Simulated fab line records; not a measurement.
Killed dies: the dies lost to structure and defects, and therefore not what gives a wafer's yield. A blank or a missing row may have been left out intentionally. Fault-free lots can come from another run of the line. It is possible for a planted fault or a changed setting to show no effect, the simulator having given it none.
fab line records + flow rit_cmos
record
- lots=15
- wafers=45
- last_day=7
route steps=202 shown GATE@93 NLDD@109 PSD@145
lots that met no fault: from a run of the same line without faults
start_h: the number of hours between the record's first day and the start of the first shown wafer of the lot + wait_h: hours since the lot's step before + " the same as in the row above + L1.1+2: one row covering several wafers at once + - no value, or no start given + * or withheld: withheld + < > ~ a bound
route shown NAME@n: a module of which the file shows steps, and the number in the route of the first + usual: mean and standard deviation over wafers with no fault + same: alike in all rows + chamber/n: place in a boat + sites: readings site by site + _std_site: the values' standard deviation + _edge_site: outer sites' mean less inner sites' + radius_mm: how far each site lies from the wafer's centre + mask NAME#n: copy n + behind: the most recent tool/chamber to have shaped the wafer + hold: why the lot was held/for how many hours/how that ended + device: names the non-switching transistor (n, p or np) + end of line: at the end of the route, the tests of the same wafers + a step with no rows: only its recipe + killed: count of dies lost to structure and defects at first sort (not the wafer's yield) + map: a wafer's dies, marking killed ones x, the rest . and places with no die _
set.NAME: the setting the step ran with; set.NAME@STEP: the setting that earlier step ran with + model.NAME: the simulator's own value behind a step, which no gauge read
route steps across a sampled set of lots; one table per step, one row per wafer
services: when a tool's chamber went out of use (start_h, in hours from the record's first day, below 0 if earlier), for how many hours, and the reason
## steps
# step RIT_GATE_OVL_MEAS_17
# usual
- GATE_OVL=-0.7/1.4
| lot.wafer | tool       | chamber | start_h | wait_h | GATE_OVL[nm] |
|-----------|------------|---------|---------|--------|--------------|
| L549.2    | overlay-01 | -       | 53.11   | 0.1    | -1.3         |
| L549.3    | "          | -       | "       | "      | -5.0         |
| L549.5    | "          | -       | "       | "      | 0.0          |
| L550.1    | overlay-02 | -       | 57.69   | 0.1    | 0.6          |
| L550.4    | "          | -       | "       | "      | 1.9          |
| L550.6    | "          | -       | "       | "      | -2.3         |
| L551.2    | overlay-01 | -       | 61.15   | 0.1    | -0.8         |
| L551.3    | "          | -       | "       | "      | 0.4          |
| L551.4    | "          | -       | "       | "      | 0.9          |
| L558.2    | overlay-02 | -       | 100.47  | 0.1    | -3.2         |
| L558.4    | "          | -       | "       | "      | -2.0         |
| L558.6    | "          | -       | "       | "      | -1.6         |
| L559.3    | overlay-01 | -       | 102.30  | 0.1    | 0.8          |
| L559.5    | "          | -       | "       | "      | -1.7         |
| L559.6    | "          | -       | "       | "      | 0.9          |
| L560.3    | overlay-02 | -       | 107.19  | 0.1    | 0.6          |
| L560.4    | "          | -       | "       | "      | -0.2         |
| L560.5    | "          | -       | "       | "      | -1.0         |
| L561.2    | overlay-01 | -       | 114.36  | 0.1    | 2.5          |
| L561.3    | "          | -       | "       | "      | 0.3          |
| L561.5    | "          | -       | "       | "      | 1.4          |
| L562.2    | overlay-02 | -       | 117.81  | 0.1    | 1.1          |
| L562.5    | "          | -       | "       | "      | 2.8          |
| L562.6    | "          | -       | "       | "      | 0.9          |
| L563.1    | overlay-02 | -       | 123.02  | 0.1    | -1.4         |
| L563.3    | "          | -       | "       | "      | 0.2          |
| L563.6    | "          | -       | "       | "      | 0.1          |
| L564.3    | overlay-01 | -       | 127.57  | 0.1    | 3.0          |
| L564.4    | "          | -       | "       | "      | -0.2         |
| L564.6    | "          | -       | "       | "      | -0.6         |
| L565.3    | overlay-01 | -       | 132.93  | 0.1    | -0.3         |
| L565.5    | "          | -       | "       | "      | -1.9         |
| L565.6    | "          | -       | "       | "      | 0.0          |
| L566.1    | overlay-02 | -       | 137.34  | 0.1    | -0.4         |
| L566.3    | "          | -       | "       | "      | -0.6         |
| L566.4    | "          | -       | "       | "      | -0.4         |
| L567.3    | overlay-02 | -       | 141.65  | 0.1    | -2.6         |
| L567.4    | "          | -       | "       | "      | -0.1         |
| L567.5    | "          | -       | "       | "      | 0.8          |
| L568.3    | overlay-01 | -       | 147.10  | 0.1    | -1.1         |
| L568.4    | "          | -       | "       | "      | -2.6         |
| L568.6    | "          | -       | "       | "      | -2.3         |
| L569.1    | overlay-01 | -       | 152.74  | 0.1    | 0.1          |
| L569.2    | "          | -       | "       | "      | -0.4         |
| L569.6    | "          | -       | "       | "      | -1.1         |
# step RIT_NLDD_OVL_MEAS_06
# usual
- NLDD_OVL=-0.9/1.4
| lot.wafer | tool       | chamber | start_h | wait_h | NLDD_OVL[nm] |
|-----------|------------|---------|---------|--------|--------------|
| L549.2    | overlay-01 | -       | 57.69   | -      | -1.9         |
| L549.3    | "          | -       | "       | "      | -2.2         |
| L549.5    | "          | -       | "       | "      | -0.7         |
| L550.1    | overlay-01 | -       | 62.13   | -      | 0.3          |
| L550.4    | "          | -       | "       | "      | -0.4         |
| L550.6    | "          | -       | "       | "      | 0.1          |
| L551.2    | overlay-02 | -       | 65.66   | -      | -0.1         |
| L551.3    | "          | -       | "       | "      | -1.0         |
| L551.4    | "          | -       | "       | "      | 1.1          |
| L558.2    | overlay-01 | -       | 104.89  | -      | -2.2         |
| L558.4    | "          | -       | "       | "      | -0.3         |
| L558.6    | "          | -       | "       | "      | -1.0         |
| L559.3    | overlay-02 | -       | 106.84  | -      | -2.7         |
| L559.5    | "          | -       | "       | "      | -1.6         |
| L559.6    | "          | -       | "       | "      | -1.6         |
| L560.3    | overlay-01 | -       | 111.85  | -      | -1.8         |
| L560.4    | "          | -       | "       | "      | -0.7         |
| L560.5    | "          | -       | "       | "      | -1.6         |
| L561.2    | overlay-02 | -       | 119.20  | -      | -0.9         |
| L561.3    | "          | -       | "       | "      | -0.6         |
| L561.5    | "          | -       | "       | "      | -1.3         |
| L562.2    | overlay-01 | -       | 122.26  | -      | -2.5         |
| L562.5    | "          | -       | "       | "      | -0.5         |
| L562.6    | "          | -       | "       | "      | -1.8         |
| L563.1    | overlay-02 | -       | 127.56  | -      | -2.0         |
| L563.3    | "          | -       | "       | "      | -0.4         |
| L563.6    | "          | -       | "       | "      | -0.1         |
| L564.3    | overlay-02 | -       | 132.93  | -      | 2.6          |
| L564.4    | "          | -       | "       | "      | 1.3          |
| L564.6    | "          | -       | "       | "      | 2.8          |
| L565.3    | overlay-01 | -       | 137.80  | -      | -0.3         |
| L565.5    | "          | -       | "       | "      | -0.1         |
| L565.6    | "          | -       | "       | "      | -0.4         |
| L566.1    | overlay-02 | -       | 141.89  | -      | -2.9         |
| L566.3    | "          | -       | "       | "      | -1.7         |
| L566.4    | "          | -       | "       | "      | 0.2          |
| L567.3    | overlay-01 | -       | 146.21  | -      | -3.7         |
| L567.4    | "          | -       | "       | "      | -5.3         |
| L567.5    | "          | -       | "       | "      | -4.2         |
| L568.3    | overlay-01 | -       | 151.93  | -      | 0.1          |
| L568.4    | "          | -       | "       | "      | -2.2         |
| L568.6    | "          | -       | "       | "      | -1.3         |
| L569.1    | overlay-01 | -       | 157.53  | -      | -1.2         |
| L569.2    | "          | -       | "       | "      | 0.5          |
| L569.6    | "          | -       | "       | "      | 0.6          |
# step RIT_PSD_EXPOSE_03
# recipe
- mask_id=M10
- na=0.57
- target_cd_nm=40900
- dose_mj=250
# usual
- exposure_dose_mJ_cm2=250.02/0.23
- focus_offset_nm=0.0/0.54
| lot.wafer | tool             | chamber | start_h | wait_h | mask  | exposure_dose_mJ_cm2 | focus_offset_nm |
|-----------|------------------|---------|---------|--------|-------|----------------------|-----------------|
| L549.2    | iline_stepper-02 | -       | 65.19   | 0.1    | M10#0 | -                    | -               |
| L549.3    | "                | -       | "       | "      | M10#0 | -                    | -               |
| L549.5    | "                | -       | "       | "      | M10#0 | -                    | -               |
| L550.1    | iline_stepper-02 | -       | 68.62   | 0.1    | M10#0 | -                    | -               |
| L550.4    | "                | -       | "       | "      | M10#0 | -                    | -               |
| L550.6    | "                | -       | "       | "      | M10#0 | -                    | -               |
| L551.2    | iline_stepper-02 | -       | 72.38   | 0.1    | M10#0 | -                    | -               |
| L551.3    | "                | -       | "       | "      | M10#0 | -                    | -               |
| L551.4    | "                | -       | "       | "      | M10#0 | -                    | -               |
| L558.2    | iline_stepper-02 | 0       | 113.05  | 0.1    | M10#0 | 249.58               | 0.5             |
| L558.4    | "                | 0       | "       | "      | M10#0 | 249.81               | 0.2             |
| L558.6    | "                | 0       | "       | "      | M10#0 | 250.01               | 1.1             |
| L559.3    | iline_stepper-02 | 0       | 115.03  | 0.1    | M10#0 | 250.46               | -0.2            |
| L559.5    | "                | 0       | "       | "      | M10#0 | 250.37               | 0.4             |
| L559.6    | "                | 0       | "       | "      | M10#0 | 250.27               | 0.8             |
| L560.3    | iline_stepper-01 | 0       | 118.75  | 0.2    | M10#0 | 249.47               | -0.3            |
| L560.4    | "                | 0       | "       | "      | M10#0 | 249.59               | -0.1            |
| L560.5    | "                | 0       | "       | "      | M10#0 | 249.67               | 0.2             |
| L561.2    | iline_stepper-01 | 0       | 125.74  | 0.1    | M10#0 | 250.43               | 0.4             |
| L561.3    | "                | 0       | "       | "      | M10#0 | 250.27               | -1.4            |
| L561.5    | "                | 0       | "       | "      | M10#0 | 250.35               | 0.8             |
| L562.2    | iline_stepper-01 | 0       | 128.64  | 0.1    | M10#0 | 250.03               | -0.5            |
| L562.5    | "                | 0       | "       | "      | M10#0 | 250.23               | 0.3             |
| L562.6    | "                | 0       | "       | "      | M10#0 | 250.21               | -0.2            |
| L563.1    | iline_stepper-01 | 0       | 134.24  | 0.1    | M10#0 | 249.89               | 0.1             |
| L563.3    | "                | 0       | "       | "      | M10#0 | 249.64               | 0.3             |
| L563.6    | "                | 0       | "       | "      | M10#0 | 249.74               | 0.9             |
| L564.3    | iline_stepper-01 | 0       | 139.57  | 0.1    | M10#0 | 249.94               | 0.2             |
| L564.4    | "                | 0       | "       | "      | M10#0 | 249.99               | -0.6            |
| L564.6    | "                | 0       | "       | "      | M10#0 | 249.85               | -0.2            |
| L565.3    | iline_stepper-02 | 0       | 144.78  | 0.2    | M10#0 | 250.07               | 0.2             |
| L565.5    | "                | 0       | "       | "      | M10#0 | 250.21               | 0.1             |
| L565.6    | "                | 0       | "       | "      | M10#0 | 249.85               | 0.6             |
| L566.1    | iline_stepper-01 | 0       | 148.71  | 0.2    | M10#0 | 249.58               | 0.8             |
| L566.3    | "                | 0       | "       | "      | M10#0 | 249.98               | 0.6             |
| L566.4    | "                | 0       | "       | "      | M10#0 | 249.82               | 0.3             |
| L567.3    | iline_stepper-02 | 0       | 153.04  | 0.2    | M10#0 | 249.87               | -0.2            |
| L567.4    | "                | 0       | "       | "      | M10#0 | 250.06               | 0.0             |
| L567.5    | "                | 0       | "       | "      | M10#0 | 250.01               | 0.2             |
| L568.3    | iline_stepper-01 | 0       | 158.56  | 0.2    | M10#0 | 249.93               | 1.5             |
| L568.4    | "                | 0       | "       | "      | M10#0 | 250.29               | 1.1             |
| L568.6    | "                | 0       | "       | "      | M10#0 | 250.14               | 0.7             |
| L569.1    | iline_stepper-01 | 0       | 164.07  | 0.1    | M10#0 | 249.95               | -0.8            |
| L569.2    | "                | 0       | "       | "      | M10#0 | 249.68               | 0.2             |
| L569.6    | "                | 0       | "       | "      | M10#0 | 250.14               | -0.5            |
# step RIT_PSD_OVL_MEAS_06
# usual
- PSD_OVL=0.3/1.3
| lot.wafer | tool       | chamber | start_h | wait_h | PSD_OVL[nm] |
|-----------|------------|---------|---------|--------|-------------|
| L549.2    | overlay-01 | -       | 65.74   | -      | -           |
| L549.3    | "          | -       | "       | "      | -           |
| L549.5    | "          | -       | "       | "      | -           |
| L550.1    | overlay-02 | -       | 69.02   | -      | -           |
| L550.4    | "          | -       | "       | "      | -           |
| L550.6    | "          | -       | "       | "      | -           |
| L551.2    | overlay-02 | -       | 72.77   | -      | -           |
| L551.3    | "          | -       | "       | "      | -           |
| L551.4    | "          | -       | "       | "      | -           |
| L558.2    | overlay-01 | -       | 113.44  | -      | 0.9         |
| L558.4    | "          | -       | "       | "      | -0.6        |
| L558.6    | "          | -       | "       | "      | 1.0         |
| L559.3    | overlay-02 | -       | 115.40  | -      | 1.3         |
| L559.5    | "          | -       | "       | "      | 1.1         |
| L559.6    | "          | -       | "       | "      | 2.1         |
| L560.3    | overlay-01 | -       | 119.12  | -      | 0.9         |
| L560.4    | "          | -       | "       | "      | 1.2         |
| L560.5    | "          | -       | "       | "      | 0.1         |
| L561.2    | overlay-02 | -       | 126.13  | -      | 0.1         |
| L561.3    | "          | -       | "       | "      | -0.8        |
| L561.5    | "          | -       | "       | "      | -1.6        |
| L562.2    | overlay-02 | -       | 129.03  | -      | 0.0         |
| L562.5    | "          | -       | "       | "      | 1.1         |
| L562.6    | "          | -       | "       | "      | -0.9        |
| L563.1    | overlay-01 | -       | 134.64  | -      | -1.9        |
| L563.3    | "          | -       | "       | "      | 0.0         |
| L563.6    | "          | -       | "       | "      | -0.1        |
| L564.3    | overlay-02 | -       | 139.94  | -      | -1.0        |
| L564.4    | "          | -       | "       | "      | -1.6        |
| L564.6    | "          | -       | "       | "      | -0.3        |
| L565.3    | overlay-01 | -       | 145.16  | -      | -0.1        |
| L565.5    | "          | -       | "       | "      | 2.8         |
| L565.6    | "          | -       | "       | "      | 0.1         |
| L566.1    | overlay-02 | -       | 149.11  | -      | 1.2         |
| L566.3    | "          | -       | "       | "      | 0.9         |
| L566.4    | "          | -       | "       | "      | 2.0         |
| L567.3    | overlay-02 | -       | 153.41  | -      | 3.8         |
| L567.4    | "          | -       | "       | "      | 1.3         |
| L567.5    | "          | -       | "       | "      | 0.3         |
| L568.3    | overlay-02 | -       | 158.93  | -      | -1.0        |
| L568.4    | "          | -       | "       | "      | -2.1        |
| L568.6    | "          | -       | "       | "      | -2.9        |
| L569.1    | overlay-01 | -       | 164.47  | -      | -0.4        |
| L569.2    | "          | -       | "       | "      | -0.5        |
| L569.6    | "          | -       | "       | "      | 1.0         |
## services
| tool             | chamber | start_h | hours | kind   |
|------------------|---------|---------|-------|--------|
| iline_stepper-02 | -       | 43.30   | 1.7   | pm     |
| iline_stepper-01 | -       | 87.55   | 1.0   | repair |
| iline_stepper-02 | -       | 148.39  | 4.4   | pm     |
## key
first_sign
- step=RIT_PSD_EXPOSE_03
- reading=tool_record
- direction=missing
effect none on later readings
met_at RIT_PSD_EXPOSE_03
struck_lots L549,L550,L551
sort_left_out L549.2,L549.3,L549.5,L550.1,L550.4,L550.6,L551.2,L551.3,L551.4
tester_left_out L549,L550,L551
not_acting_at RIT_GATE_OVL_MEAS_17,RIT_NLDD_OVL_MEAS_06,RIT_PSD_OVL_MEAS_06
fault
- kind=skipped_step_whole
- tool=iline_stepper-02
- chamber=-
- onset_h=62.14
- steps=RIT_PSD_EXPOSE_03
- scope=struck_lots_only
# tester_left_out: of these lots the tester's yield and bins aren't shown, on N5 and GAA mostly nor the transistor test; their killed dies are dies lost to structure and defects alone, not to doping, threshold or leakage, so they don't give the yield
# sort_left_out: the simulated sort isn't trusted on such a fault, so these wafers' sort isn't shown, and their yield isn't known
